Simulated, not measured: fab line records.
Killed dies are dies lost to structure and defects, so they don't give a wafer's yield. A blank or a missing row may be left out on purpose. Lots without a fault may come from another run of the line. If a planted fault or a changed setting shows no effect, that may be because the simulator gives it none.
Problem report in the 8D (eight disciplines) form, filled by code ; flow rit-cmos ; the parts of the form that need people (team, actions taken, sign-off) are left out

1. PROBLEM STATEMENT
SILICIDE_TI_RS at RIT_SILICIDE_RS_MEAS_02 reads a mean of 55.9 ohm/sq on 2 wafers of 1 lot; wafers without a fault read 47.8 ohm/sq with a standard deviation of 0.72. Measured from the usual mean, that is +11 standard deviations.
The step: measures by four-point-probe.
The first sign was on wafer L994.1 at day 5 00:45, on film-metro-02. The record has a number at this step for 30 wafers belonging to 10 lots. The rule behind "out" and "out of limits": a value lying over 4 standard deviations away from the usual mean. All remaining wafers that have a number are taken as sound.

2. WHAT THIS IS AND IS NOT
question;is;is not
which readings at this step;SILICIDE_TI_RS;-
which lots;L994;L101, L103, L105, L107, L108, L985, L986, L997, L999
which wafers of those lots;L994.1, L994.5;L994.6
read on which gauges;film-metro-02;film-metro-01, film-metro-04
when;from day 5 00:45;"up to then (7 sound wafers); but 21 sound wafers of L101, L103, L105, L107, L108, L997, L999 came after"

3. THE SUSPECTS, EACH WITH WHAT RULES IT OUT
Counting: if a tool at a process step up to the reading ran every lot that is out, it stays a suspect. Sound lots after the first of them don't rule it out here, since some wafers of a struck lot are sound.
- the gauge at RIT_SILICIDE_RS_MEAS_02: kept. All the wafers that are out were read on film-metro-02, and no step on other tools shows them out.
- plasma-asher-01 at RIT_NWELL_STRIP_09 (strips in O2, time 180 s): kept. It ran the lot that is out, L994 (day 3 17:49).
- plasma-asher-01 at RIT_NRETRO_STRIP_09 (strips in O2, time 180 s): kept. It processed L994, the lot that is out, at day 4 02:41, and its most recent sound lot before then was L986 at day 2 17:12.
- pvd-sputter-03 at RIT_SILICIDE_SPUTTER_01 (material Ti, target thk 30 nm, time 240 s): kept. It processed L994, the lot that is out, at day 5 00:36, and its most recent sound lot before then was L986 at day 3 15:07.
- The sound lot-mates ran in chamber 1 of plasma-asher-01 at RIT_NRETRO_STRIP_09, but the wafers that are out ran in chamber 0.
Left after counting: plasma-asher-01 at RIT_NWELL_STRIP_09, plasma-asher-01 at RIT_NRETRO_STRIP_09, pvd-sputter-03 at RIT_SILICIDE_SPUTTER_01, film-metro-02 at RIT_SILICIDE_RS_MEAS_02.

4. THE CAUSE (what the simulator had put in)
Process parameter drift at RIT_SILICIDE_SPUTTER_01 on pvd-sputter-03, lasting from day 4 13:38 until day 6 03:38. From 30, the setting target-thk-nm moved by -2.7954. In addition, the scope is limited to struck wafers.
This tool is one of the 4 suspects left after counting.

5. THE EFFECT CHAIN, in route order
One row per reading whose mean, taken over the struck wafers that have a number, lies over 3 standard deviations from the usual. Only readings for which the record gives a usual standard deviation are gone through. hours: the time from each lot's start at the first step in this table that gives one to its start at this step, as a median over the lots. sigmas: the change in usual standard deviations.
hours;step;reading;usual;on struck wafers;change;sigmas
0;RIT_SILICIDE_RS_MEAS_02;SILICIDE_TI_RS;47.8 ohm/sq;55.9;+8.1;+11
0;RIT_SILICIDE_THK_MEAS_03;SILICIDE_TI_THK;30.2 nm;26.6;-3.6;-9.3

6. WHAT WOULD HAVE CAUGHT IT SOONER
In this record the first reading out of limits at a measuring or inspecting step was taken at day 5 00:45, 11 hours after the fault began at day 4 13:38.
Tool readings at RIT_SILICIDE_SPUTTER_01 with a usual standard deviation given in the record: none out on any struck wafer, hence no alarm at a limit of 4 standard deviations on them.
Each of the lots that are out, 1 in all, had begun RIT_SILICIDE_SPUTTER_01 on pvd-sputter-03 no later than day 5 00:45. Holding the tool at that point would not have protected any of them.
